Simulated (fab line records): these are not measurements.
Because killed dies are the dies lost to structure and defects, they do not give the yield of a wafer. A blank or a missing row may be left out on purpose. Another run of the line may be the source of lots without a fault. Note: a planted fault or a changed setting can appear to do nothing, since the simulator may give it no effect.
Which of the tools did it? -- flow berkeleyCmos170 -- 7 lots, 21 wafers sampled, at 2 steps of a route of 331

WHAT THE GAUGES READ, wafer by wafer
UCB170_NSD_CD_MEAS_06: the cd target is 1200 nm.
lot,measured,on,cdNm (nm)
L530,day 7 02:49,cdSem-01,1199.7 1199.2 1201.1
L532,day 7 20:36,cdSem-02,1199.4 1198.6 1198.8
L533,day 7 21:40,cdSem-02,1197.7 1199.2 1198.3
L539,day 8 15:10,cdSem-01,1199.5 1198.4 1199.6
L541,day 9 08:59,cdSem-01,1196.7 1197.3 1197.6
L549,day 10 20:47,cdSem-01,1202.6 1199.7 1203.1

WHAT TOOL EACH LOT RAN ON (gives the tool, then ch and the chambers of the sampled wafers, and finally the start)
lot,UCB170_GATE_STRIP_16
L530,"plasmaAsher-01 ch 0,1, day 6 11:01"
L532,"plasmaAsher-01 ch 0,1, day 7 06:13"
L533,"plasmaAsher-02 ch 0,1, day 7 06:41"
L539,"plasmaAsher-01 ch 0,1, day 8 01:24"
L541,"plasmaAsher-01 ch 0,1, day 8 16:17"
L545,"plasmaAsher-04 ch 0,1, day 9 04:40"
L549,"plasmaAsher-04 ch 0,1, day 10 07:55"
- UCB170_GATE_STRIP_16: strips in O2.

THE ANSWER, worked out from the rows above alone
Rule: the usual values come from the lots themselves. The widest of any qualifying gaps counts: lots, ordered by their means at a reading, are off when they make up no more than a third of the lots, leave a main group of 4 or more, and stand apart from it by 3 or more times the standard deviation of that group's means. A main group is skipped when, at the precision printed for the reading in the tables above, its means are all equal. A lot without any number at a reading at which 4 lots or more have one is off too. Any other lot the step has rows for is counted as sound.
Nothing can be told from this: no lot is off at any reading shown.

WHAT HAD BEEN PUT IN BY THE SIMULATOR
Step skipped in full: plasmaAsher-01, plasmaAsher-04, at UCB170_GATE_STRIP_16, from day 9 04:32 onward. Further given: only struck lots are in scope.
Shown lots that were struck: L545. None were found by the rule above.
